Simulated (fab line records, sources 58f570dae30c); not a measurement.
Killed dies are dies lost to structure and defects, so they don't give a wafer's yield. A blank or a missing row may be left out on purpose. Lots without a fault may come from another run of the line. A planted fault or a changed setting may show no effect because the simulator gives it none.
Problem report in the 8D (eight disciplines) form, filled by code | flow berkeley_cmos170 | the parts of the form that need people (team, actions taken, sign-off) are left out

1. THE PROBLEM
cd_nm at UCB170_GATE_CD_MEAS_12 reads a mean of 336.1 nm on 3 wafers of 1 lot; wafers without a fault read 350.1 nm with a standard deviation of 1.3. That is -11 standard deviations from the usual mean.
The step: target cd 350 nm.
First seen on wafer L707.1, day 8 23:58, on cd_sem-02. The record holds 39 wafers of 13 lots with a number at this step. Rule for "out", or "out of limits": more than 4 standard deviations from the usual mean. The other wafers with a number count as sound.

2. WHAT IT IS AND WHAT IT IS NOT
question                    | is                     | is not
which readings at this step | cd_nm                  | -
which lots                  | L707                   | L694, L695, L696, L697, L698, L699, L700, L701, L704, L711, L712, L713
which wafers of those lots  | all that have a number | -
read on which gauges        | cd_sem-02              | cd_sem-01
when                        | from day 8 23:58       | up to then (27 sound wafers); but 9 sound wafers of L711, L712, L713 came after

3. SUSPECTS, AND WHAT RULES EACH OUT
Counting: a tool at a process step up to the reading stays a suspect if it ran every lot that is out and no sound lot after the first of them.
- the gauge at UCB170_GATE_CD_MEAS_12: ruled out. All the wafers that are out were read on cd_sem-02, but those of them that UCB170_GATE_EXPOSE_09 has rows for are out there too, on other tools.
- krf_scanner-01 at UCB170_GATE_EXPOSE_09 (exposes mask POLY, target cd 350 nm): kept. It ran the lot that is out, L707 (day 8 23:08), and no sound lot after that; its last sound lot up to then is L701 (day 7 08:22). Its own readings are out on those wafers: exposure_dose_mJ_cm2.
Left after counting: krf_scanner-01 at UCB170_GATE_EXPOSE_09.

4. THE CAUSE (what the simulator had put in)
Process parameter drift: krf_scanner-01, from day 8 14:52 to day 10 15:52, at UCB170_GATE_EXPOSE_09. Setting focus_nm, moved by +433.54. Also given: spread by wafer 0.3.
Counting left only this tool.

5. THE CHAIN OF EFFECTS, in route order
Each row: a reading whose mean over the struck wafers that have a number lies more than 3 standard deviations from the usual. Only readings for which the record gives a usual standard deviation are gone through. hours: the time from each lot's start at the first step in this table that gives one to its start at this step, as a median over the lots. sigmas: the change in usual standard deviations.
hours | step                   | reading              | usual    | on struck wafers | change | sigmas
0     | UCB170_GATE_EXPOSE_09  | exposure_dose_mJ_cm2 | 20.993   | 20.575           | -0.418 | -20
1     | UCB170_GATE_CD_MEAS_12 | cd_nm                | 350.1 nm | 336.1            | -14.0  | -11
The process steps in it:
- UCB170_GATE_EXPOSE_09: exposes mask POLY, target cd 350 nm.

6. WHAT WOULD HAVE CAUGHT IT SOONER
In this record the first reading out of limits at a measuring or inspecting step was taken at day 8 23:58, 9 hours after the fault began at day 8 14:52.
The tool's own readings at UCB170_GATE_EXPOSE_09 were out on every struck wafer that the step has a row for (exposure_dose_mJ_cm2): an alarm limit on them would have fired on the first of those.
All the lots that are out (1) had begun UCB170_GATE_EXPOSE_09 on krf_scanner-01 by day 8 23:58. A hold on the tool at that time would have spared none of them.
